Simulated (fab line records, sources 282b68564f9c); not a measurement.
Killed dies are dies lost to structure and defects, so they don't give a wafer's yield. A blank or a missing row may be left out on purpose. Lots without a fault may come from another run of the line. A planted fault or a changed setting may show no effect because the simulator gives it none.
fab line records | flow rit_cmos
record lots=6 wafers=18 last_day=7
route steps=202 shown NWELL@36 PWELL@39
lots that met no fault: from a run of the same line without faults
start_h: hours from the record's first day to the start of the lot's first wafer shown | wait_h: hours since the lot's step before | " the same as in the row above | L1.1+2: a row that stands for several wafers | - no value, or no start given | * or withheld: withheld | < > ~ a bound
route shown NAME@n: a module of which the file shows steps, and the number in the route of the first | usual: mean/standard deviation of fault-free wafers | same: alike in all rows | chamber/n: place in a boat | sites: the reading at each site | _std_site: their standard deviation | _edge_site: outer sites' mean less inner sites' | radius_mm: how far each site lies from the wafer's centre | mask NAME#n: copy n | behind: the tool/chamber that last shaped the wafer | hold: why the lot was held/for how many hours/how that ended | device: the transistor (n, p or np) that didn't switch | end of line: the same wafers' tests at the end of the route | a step without rows: its recipe alone | killed: dies lost to structure and defects at the first sort, not the wafer's yield | map: a wafer's dies, x killed, . not, _ none there
set.NAME: the setting as run; set.NAME@STEP: as run at that earlier step | model.NAME: the simulator's own value behind a step, which no gauge read
lots at some steps of the route; a table a step, a row a wafer
services: from which hour (start_h, from the record's first day; less than 0 if before it) a tool's chamber was out of use, for how many hours, and why
## steps
# step RIT_NWELL_IMPLANT_08
# recipe species=P energy_kev=170 dose_cm2=5e+13 tilt_deg=7
# step RIT_NWELL_STRIP_09
# recipe chemistry=O2 time_s=180 resist=NOVOLAK platen_temp_c=withheld power_w=500 pressure_mtorr=4000 o2_flow_sccm=4000
# usual chamber_pressure_mTorr=4000/3.4 drypump_motor_current_A=5.8/0.66
# columns lot.wafer tool chamber start_h wait_h chamber_pressure_mTorr drypump_motor_current_A rf_hours_counter_h
L897.1 plasma_asher-04 1 52.18 0.1 4002 4.9 41
L897.2 " 0 " " 4006 5.4 41
L897.4 " 1 " " 4002 4.9 -
L902.2 plasma_asher-03 0 77.37 0.1 4001 6.4 43
L902.3 " 0 " " 3999 6.4 -
L902.6 " 1 " " 4002 6.7 -
L904.1 plasma_asher-03 1 87.77 0.1 3999 6.7 44
L904.5 " 1 " " 3996 6.7 -
L904.6 " 0 " " 4002 6.4 -
L905.2 plasma_asher-03 1 91.47 0.1 3997 6.7 45
L905.3 " 1 " " 3995 6.7 -
L905.4 " 0 " " 4004 6.4 -
L910.1 plasma_asher-01 1 115.99 0.1 4000 5.7 34
L910.3 " 0 " " 3997 5.2 -
L910.4 " 1 " " 3996 5.7 -
L911.1 plasma_asher-03 1 123.16 0.1 4000 6.7 45
L911.3 " 1 " " 4002 6.7 -
L911.6 " 0 " " 3997 6.4 -
# step RIT_NWELL_TW_MEAS_10
# usual NWELL_TW=2111/13
# columns lot.wafer tool chamber start_h wait_h NWELL_TW
L897.1 film_metro-04 - 52.35 0.1 2110
L897.2 " - " " 2099
L897.4 " - " " 2113
L902.2 film_metro-03 - 77.55 0.1 2105
L902.3 " - " " 2110
L902.6 " - " " 2125
L904.1 film_metro-04 - 87.95 0.1 2106
L904.5 " - " " 2108
L904.6 " - " " 2109
L905.2 film_metro-04 - 91.65 0.1 2104
L905.3 " - " " 2120
L905.4 " - " " 2101
L910.1 film_metro-03 - 116.17 0.1 2102
L910.3 " - " " 2106
L910.4 " - " " 2085
L911.1 film_metro-01 - 123.34 0.1 2112
L911.3 " - " " 2125
L911.6 " - " " 2108
# step RIT_PWELL_HMDS_00
# recipe prime_time_s=60 prime_temp_c=140
# step RIT_PWELL_COAT_01
# recipe resist=NOVOLAK spin_rpm=2000 resist_thk_nm=1300
# step RIT_PWELL_SOFTBAKE_02
# recipe resist=NOVOLAK temp_c=90 time_s=60
# step RIT_PWELL_EXPOSE_03
# recipe mask_id=M3 na=0.57 target_cd_nm=43700 dose_mj=250
# step RIT_PWELL_PEB_04
# recipe resist=NOVOLAK temp_c=withheld time_s=withheld
# step RIT_PWELL_DEVELOP_05
# recipe resist=NOVOLAK develop_time_s=68 dev_temp_c=23
# step RIT_PWELL_OVL_MEAS_06
# usual PWELL_OVL=-0.6/1.1
# columns lot.wafer tool chamber start_h wait_h PWELL_OVL[nm]
L897.1 overlay-01 - 53.42 - -0.9
L897.2 " - " " -1.2
L897.4 " - " " -0.3
L902.2 overlay-02 - 78.64 - -1.3
L902.3 " - " " -1.2
L902.6 " - " " -1.8
L904.1 overlay-01 - 88.89 - -2.9
L904.5 " - " " -2.0
L904.6 " - " " -3.2
L905.2 overlay-02 - 92.59 - 0.7
L905.3 " - " " -1.7
L905.4 " - " " -0.1
L910.1 overlay-02 - 117.11 - -1.7
L910.3 " - " " -0.8
L910.4 " - " " -0.2
L911.1 overlay-02 - 124.28 - -1.4
L911.3 " - " " -1.7
L911.6 " - " " -0.2
# step RIT_PWELL_HARDBAKE_07
# recipe resist=NOVOLAK temp_c=140 time_s=120
# step RIT_PWELL_IMPLANT_08
# recipe species=B energy_kev=170 dose_cm2=7e+13 tilt_deg=7
# step RIT_PWELL_STRIP_09
# recipe chemistry=O2 time_s=180 resist=NOVOLAK platen_temp_c=withheld power_w=500 pressure_mtorr=4000 o2_flow_sccm=4000
# usual chamber_pressure_mTorr=4000/4 drypump_motor_current_A=5.4/0.33
# columns lot.wafer tool chamber start_h wait_h chamber_pressure_mTorr drypump_motor_current_A rf_hours_counter_h model.NOVOLAK_of_PWELL_COAT_01.thk_nm
L897.1 plasma_asher-02 0 53.86 0.1 4003 5.8 41 0
L897.2 " 1 " " 4001 5.7 41 0
L897.4 " 0 " " 3998 5.8 - 0
L902.2 plasma_asher-01 1 79.14 0.1 3991 5.7 29 0
L902.3 " 1 " " 4001 5.7 - 0
L902.6 " 0 " " 4003 5.2 - 0
L904.1 plasma_asher-04 0 89.37 0.1 - - - 1129
L904.5 " 1 " " - - - 1132
L904.6 " 0 " " - - - 1133
L905.2 plasma_asher-01 0 93.05 0.1 - - - 1135
L905.3 " 0 " " - - - 1132
L905.4 " 1 " " - - - 1133
L910.1 plasma_asher-04 1 117.54 0.1 4003 4.9 50 0
L910.3 " 1 " " 3989 4.9 - 0
L910.4 " 0 " " 3998 5.4 - 0
L911.1 plasma_asher-01 0 124.71 0.1 4004 5.2 35 0
L911.3 " 1 " " 3998 5.7 - 0
L911.6 " 0 " " 4000 5.2 - 0
# step RIT_PWELL_TW_MEAS_10
# usual PWELL_TW=939/6.3
# columns lot.wafer tool chamber start_h wait_h PWELL_TW
L897.1 film_metro-04 - 54.03 0.1 934
L897.2 " - " " 933
L897.4 " - " " 936
L902.2 film_metro-04 - 79.32 0.1 935
L902.3 " - " " 935
L902.6 " - " " 939
L904.1 film_metro-04 - 89.55 0.1 936
L904.5 " - " " 933
L904.6 " - " " 941
L905.2 film_metro-03 - 93.23 0.1 939
L905.3 " - " " 941
L905.4 " - " " 941
L910.1 film_metro-03 - 117.72 0.1 936
L910.3 " - " " 928
L910.4 " - " " 930
L911.1 film_metro-01 - 124.89 0.1 936
L911.3 " - " " 936
L911.6 " - " " 944
## services
# columns tool chamber start_h hours kind
plasma_asher-04 - 31.89 3.0 repair
plasma_asher-04 - 68.29 2.8 pm
plasma_asher-02 - 91.14 0.5 repair
plasma_asher-03 - 93.48 28.1 pm
plasma_asher-02 - 104.86 3.3 repair
plasma_asher-02 - 105.39 0.4 repair
plasma_asher-02 - 108.81 9.0 pm
plasma_asher-02 0 108.81 9.0 vent_cycle
plasma_asher-02 1 108.81 9.0 vent_cycle
plasma_asher-02 0 117.81 - clean
plasma_asher-02 1 117.81 - clean
## key
first_sign step=RIT_PWELL_STRIP_09 reading=tool_record direction=missing
effect none on later readings
model_effect step=RIT_PWELL_STRIP_09 value=NOVOLAK_of_PWELL_COAT_01.thk_nm without=0 struck=1132
met_at RIT_PWELL_STRIP_09
struck_wafers L904.1,L904.5,L904.6,L905.2,L905.3,L905.4
later_rows_left_out L904.1,L904.5,L904.6,L905.2,L905.3,L905.4
sort_left_out L904.1,L904.5,L904.6,L905.2,L905.3,L905.4
tester_left_out L904,L905
onset_between 79.14 89.37
fault kind=skipped_step_whole tool=plasma_asher-01,plasma_asher-04 chamber=- onset_h=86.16 steps=RIT_PWELL_STRIP_09 scope=struck_lots_only
# tester_left_out: of these lots the tester's yield and bins aren't shown, on N5 and GAA mostly nor the transistor test; their killed dies are dies lost to structure and defects alone, not to doping, threshold or leakage, so they don't give the yield
# sort_left_out: the simulated sort isn't trusted on such a fault, so these wafers' sort isn't shown, and their yield isn't known
# later_rows_left_out: the simulator's readings of these wafers behind a module that went badly wrong aren't trusted and aren't shown, but for the sort
